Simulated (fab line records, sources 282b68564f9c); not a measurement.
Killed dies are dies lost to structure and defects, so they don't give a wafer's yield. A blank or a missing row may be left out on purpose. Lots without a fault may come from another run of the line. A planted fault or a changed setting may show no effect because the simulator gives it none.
Which tool did it? | flow rit_cmos | 14 lots, 42 wafers sampled, at 3 steps of a route of 202

WHAT THE GAUGES READ, wafer by wafer
RIT_PLDD_TW_MEAS_10.
lot  | measured    | on            | PLDD_TW
L407 | day 3 00:04 | film_metro-02 | 2321 2328 2327
L408 | day 3 07:11 | film_metro-01 | 2366 2358 2371
L409 | day 3 10:53 | film_metro-01 | 2356 2356 2365
L410 | day 3 13:56 | film_metro-02 | 2337 2340 2333
L411 | day 4 02:08 | film_metro-02 | 2330 2342 2329
L414 | day 4 12:49 | film_metro-02 | 2329 2342 2337
L416 | day 5 07:07 | film_metro-02 | 2717 2700 2716
L418 | day 5 08:49 | film_metro-01 | 2754 2762 2764
L424 | day 6 15:11 | film_metro-03 | 2335 2332 2335
L425 | day 6 19:49 | film_metro-01 | 2379 2369 2369
L426 | day 7 01:37 | film_metro-01 | 2384 2382 2373
L428 | day 7 16:52 | film_metro-01 | 2366 2367 2370
L429 | day 7 20:37 | film_metro-02 | 2340 2334 2336
L430 | day 7 23:28 | film_metro-01 | 2379 2374 2370

RIT_SDANNEAL_RS_MEAS_06: measures by four-point-probe.
lot  | measured    | on            | PLDD_RS (ohm/sq)
L407 | day 3 06:38 | film_metro-01 | 178.4 179.2 179.0
L408 | day 3 14:07 | film_metro-01 | 178.4 178.5 178.4
L409 | day 3 18:49 | film_metro-01 | 179.2 179.2 178.7
L410 | day 3 20:29 | film_metro-02 | 178.1 178.4 177.8
L411 | day 4 09:43 | film_metro-01 | 178.3 178.6 177.8
L414 | day 4 18:56 | film_metro-03 | 178.2 178.3 178.4
L416 | day 5 13:37 | film_metro-03 | 152.5 153.4 152.5
L418 | day 5 15:25 | film_metro-03 | 152.8 152.6 152.6
L424 | day 6 21:24 | film_metro-01 | 178.9 178.6 178.9
L425 | day 7 02:13 | film_metro-02 | 178.8 178.8 178.8
L426 | day 7 08:02 | film_metro-01 | 178.2 178.3 178.2
L428 | day 7 22:58 | film_metro-02 | 178.9 178.7 179.0
L429 | day 8 02:56 | film_metro-02 | 178.4 178.3 178.0
L430 | day 8 06:30 | film_metro-03 | 178.2 178.1 177.6

WHICH TOOL RAN EACH LOT (tool, then ch and the chambers of the sampled wafers, then the start)
lot  | RIT_PLDD_IMPLANT_08
L407 | implanter-03 ch 0, day 2 23:46
L408 | implanter-03 ch 0, day 3 06:52
L409 | implanter-03 ch 0, day 3 10:34
L410 | implanter-03 ch 0, day 3 13:36
L411 | implanter-04 ch 0, day 4 01:49
L414 | implanter-04 ch 0, day 4 12:30
L416 | implanter-03 ch 0, day 5 06:50
L418 | implanter-03 ch 0, day 5 08:30
L424 | implanter-01 ch 0, day 6 14:53
L425 | implanter-01 ch 0, day 6 19:29
L426 | implanter-01 ch 0, day 7 01:18
L428 | implanter-01 ch 0, day 7 16:33
L429 | implanter-01 ch 0, day 7 20:17
L430 | implanter-01 ch 0, day 7 23:08
- RIT_PLDD_IMPLANT_08

WHAT THE TOOLS THEMSELVES READ (means of the sampled wafers that have a number; where no wafer has one, the mark that the record gives instead)
RIT_PLDD_IMPLANT_08.
lot  | tool         | dose_ions_cm2 | end_station_pressure_torr (Torr) | faraday_current_uA
L407 | implanter-03 | 8.993e+14     | 7.1e-06                          | 2766
L408 | implanter-03 | 9.003e+14     | 7.4e-06                          | 2893
L409 | implanter-03 | 8.999e+14     | 7.3e-06                          | 2793
L410 | implanter-03 | 9.006e+14     | 7.5e-06                          | 2887
L411 | implanter-04 | 9.001e+14     | 7.1e-06                          | 2796
L414 | implanter-04 | 8.997e+14     | 7.1e-06                          | 2824
L416 | implanter-03 | 1.740e+15     | 9.5e-06                          | 5504
L418 | implanter-03 | 1.741e+15     | 9.4e-06                          | 5451
L424 | implanter-01 | 8.999e+14     | 7.2e-06                          | 2805
L425 | implanter-01 | 8.990e+14     | 6.9e-06                          | 2732
L426 | implanter-01 | 8.992e+14     | 7.1e-06                          | 2810
L428 | implanter-01 | 8.996e+14     | 6.9e-06                          | 2831
L429 | implanter-01 | 8.991e+14     | 7.5e-06                          | 2844
L430 | implanter-01 | 9.004e+14     | 7.3e-06                          | 2878

THE ANSWER, worked out from the rows above alone
Rule: what is usual is taken from the lots themselves. Put in order of their means at a reading, lots are off if they are a third of the lots or fewer, leave a main group of 4 or more, and stand apart from it by a gap of 3 or more times the standard deviation of the main group's means; of several such gaps the widest counts. A main group whose means are all the same, to the digits that the tables above print for the reading, isn't used. A lot without any number at a reading at which 4 lots or more have one is off too. The other lots that the step has rows for count as sound. The gauges are gone through in route order, then the tools' own readings, and for those a lot's mean is taken as printed above. The first step at which some lot is off is used, and at that step the reading that is off furthest; a lot without a number counts as furthest.
Off: L416, L418, at RIT_PLDD_TW_MEAS_10 (PLDD_TW). The main group: mean 2352, standard deviation 19.
A tool fits if, at a process step before that reading, it ran every lot that is off, and no sound lot after the first of them. The gauges at RIT_PLDD_TW_MEAS_10 aren't tried: what is off there is off at RIT_SDANNEAL_RS_MEAS_06 too, on other tools, and a gauge's error can't cause that. One fits: implanter-03 at RIT_PLDD_IMPLANT_08. Its last sound lot is L410 (day 3 13:36), its first lot that is off L416 (day 5 06:50): a fault that began between those two fits.
The tool's own readings at RIT_PLDD_IMPLANT_08 bear it out: on the lots that are off they differ by more than 5 times the standard deviation of the sound lots' means. dose_ions_cm2 reads 1.740e+15 there against 8.998e+14 on the sound lots; end_station_pressure_torr reads 9.4e-06 Torr there against 7.2e-06 Torr on the sound lots; faraday_current_uA reads 5478 there against 2822 on the sound lots.

WHAT THE SIMULATOR HAD PUT IN
Process parameter drift: implanter-03, from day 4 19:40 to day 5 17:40, at RIT_PLDD_IMPLANT_08. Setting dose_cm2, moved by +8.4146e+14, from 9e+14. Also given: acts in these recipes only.
Lots struck among those shown: L416, L418. The rule above found the same.
